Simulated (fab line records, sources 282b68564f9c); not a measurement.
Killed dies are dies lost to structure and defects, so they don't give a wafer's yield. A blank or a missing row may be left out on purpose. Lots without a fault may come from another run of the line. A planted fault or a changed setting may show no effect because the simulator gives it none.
A struck lot beside a sound one | flow rit_cmos | 15 steps out of a route of 202
Sound: wafers L748.1, L748.2, L748.5. Struck: wafers L753.1, L753.3. The cause comes at the end.
At each step with rows: each side's tool, then ch and its chambers, then its first start. Under that, the readings that differ: sound wafers | struck wafers | difference of the means | sigmas: that difference in standard deviations of wafers without a fault.
alike: readings whose means differ by less than 2 such deviations, and words and numbers that are the same on both sides. not compared: withheld readings, readings that some wafer has no value for, bounds like >300 that may hide the same value, and numbers for which the record gives no deviation and whose values overlap.
The two part at a step that has a row with sigmas, a row that says differs or no value, or rows on one side only. Numbers that don't overlap but have no deviation are shown without sigmas and don't part them. A reading that every wafer of one side lacks parts them only if that side has two wafers or more.

first, 4 steps without rows for these wafers: RIT_ACTIVE_SOFTBAKE_07 (time 60 s); RIT_ACTIVE_EXPOSE_08 (exposes mask M1, target cd 1400 nm); RIT_ACTIVE_PEB_09; RIT_ACTIVE_DEVELOP_10 (develop time 50 s).
RIT_ACTIVE_CD_MEAS_11: target cd 1400 nm.
  sound on cd_sem-02, day 2 22:09; struck on cd_sem-01, day 4 00:30
  alike: cd_nm
then, 1 step without rows for these wafers: RIT_ACTIVE_HARDBAKE_12 (time 60 s).
RIT_ACTIVE_ETCH_13: etches Si3N4 in SF6, stops on SiO2, time 210 s, target depth 210 nm.
  sound on rie_diel-04 ch 0,2,3, day 2 22:25; struck on rie_diel-01 ch 1,3, day 4 00:46
  alike: drypump_motor_current_A, oes_product_au, throttle_valve_pct
  not compared: rf_hours_counter_h
RIT_ACTIVE_STRIP_14: strips in O2, time 180 s.
  sound on plasma_asher-01 ch 0,1, day 2 22:34; struck on plasma_asher-01 ch 1, day 4 00:55
  alike: drypump_motor_current_A
  not compared: rf_hours_counter_h
RIT_ACTIVE_CD_MEAS_90: target cd 1400 nm.
  sound on cd_sem-01, day 2 22:44; struck on cd_sem-02, day 4 01:05
  alike: cd_nm
then, 3 steps without rows for these wafers: RIT_ACTIVE_CLEAN_15 (cleans in SC1, time 600 s); RIT_ACTIVE_CLEAN_16 (cleans in dHF, time 30 s); RIT_ACTIVE_CLEAN_17 (cleans in SC2, time 600 s).
RIT_FOX1_OXIDATION_00: target thk 350.7 nm, ox time 1130 s.
  sound on furnace-04 ch 0, day 2 23:13; struck on furnace-04 ch 0, day 4 02:16
  reading                                     | sound             | struck      | difference | sigmas
  model.SiO2_of_FOX1_OXIDATION_00.thk_nm (nm) | 360.3 368.2 360.9 | 341.3 343.8 | -20.6      |
RIT_FOX1_THK_MEAS_01:
  sound on film_metro-03, day 3 00:32; struck on film_metro-03, day 4 03:34
  reading             | sound       | struck  | difference | sigmas
  FOX1_OXIDE_THK (nm) | 361 369 361 | 341 344 | -21        | -3
-- the record jumps here: 2 days lie between the struck wafers' starts before and after (it left off in module FOX1 and takes up again in module M1, whose first step shown is number 202 of the route) --
RIT_M1_PROBE_99:
  the record has rows for the struck wafers here (prober-02, day 6 06:13) and none for the sound ones

WHERE THEY PART
First at RIT_FOX1_THK_MEAS_01; last, within this record, at RIT_M1_PROBE_99.

WHY: what the simulator had put in
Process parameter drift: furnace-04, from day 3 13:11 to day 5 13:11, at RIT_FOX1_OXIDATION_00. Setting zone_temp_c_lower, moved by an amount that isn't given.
